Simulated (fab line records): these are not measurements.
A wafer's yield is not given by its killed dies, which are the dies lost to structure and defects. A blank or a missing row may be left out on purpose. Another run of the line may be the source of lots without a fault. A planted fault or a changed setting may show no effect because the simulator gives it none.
8D (eight disciplines) problem report, filled in by code	flow berkeley cmos170	the parts of the form that need people (team, actions taken, sign-off) are left out

## 1. WHAT IS WRONG
Mean of strip time to endpoint s at UCB170_BACKSIDE_STRIP_03: 43.97 s across 6 wafers in 2 lots; on wafers with no fault it is 21.99 s (standard deviation 0.07). So: +99 or more standard deviations from the usual mean.
The step: strips in O2.
First seen on wafer L516.1, day 10 05:37, on plasma asher-02. The record has a number at this step for 18 wafers belonging to 6 lots. By rule, "out" or "out of limits" means more than 4 standard deviations away from the usual mean. Any other wafer with a number is counted as sound.

## 2. WHAT IT IS, AND WHAT IT ISN'T
question	is	is not
which readings at this step	strip time to endpoint s, oes product au	drypump motor current A
which lots	L516, L518	L508, L509, L523, L524
which wafers of those lots	all that have a number	-
read on which tools	plasma asher-02	plasma asher-01, plasma asher-04
when	from day 10 05:37	up to then (6 sound wafers); but 6 sound wafers of L523, L524 came after

## 3. SUSPECTS, AND WHAT RULES EACH OUT
Counting: a tool at any process step up to the reading remains a suspect when it ran all the lots that are out and ran no sound lot after the first of those.
- plasma asher-02 at UCB170_BACKSIDE_STRIP_03 (strips in O2): kept. All lots that are out passed through it, beginning with L516 at day 10 05:37, and no sound lot followed; its final sound lot before that point was L509 at day 8 04:08. Its own oes product au, strip time to endpoint s readings are out on those wafers.
The count leaves plasma asher-02 at UCB170_BACKSIDE_STRIP_03.

## 4. THE CAUSE (what the simulator had put in)
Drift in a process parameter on plasma asher-02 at UCB170_BACKSIDE_STRIP_03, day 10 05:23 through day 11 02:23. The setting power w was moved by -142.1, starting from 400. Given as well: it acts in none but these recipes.
After counting, this tool was the only one left.

## 5. THE CHAIN OF EFFECTS, in route order
One row per reading whose mean, taken over the struck wafers that have a number, lies over 3 standard deviations from the usual. Only readings whose record carries a usual standard deviation are examined. hours: median over the lots of the time between each lot's start at the first step of this table that gives one and its start at this step. sigmas: the change, counted in usual standard deviations.
hours	step	reading	usual	on struck wafers	change	sigmas
0	UCB170_BACKSIDE_STRIP_03	oes product au	0.735 a.u.	0.020	-0.715	-99 or more
0	UCB170_BACKSIDE_STRIP_03	strip time to endpoint s	21.99 s	43.97	+21.98	+99 or more
Process steps it contains:
- UCB170_BACKSIDE_STRIP_03: strips in O2.

## 6. WHAT WOULD HAVE CAUGHT IT SOONER
First out-of-limits reading in this record: day 10 05:37, which is 0 hours after fault onset at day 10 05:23.
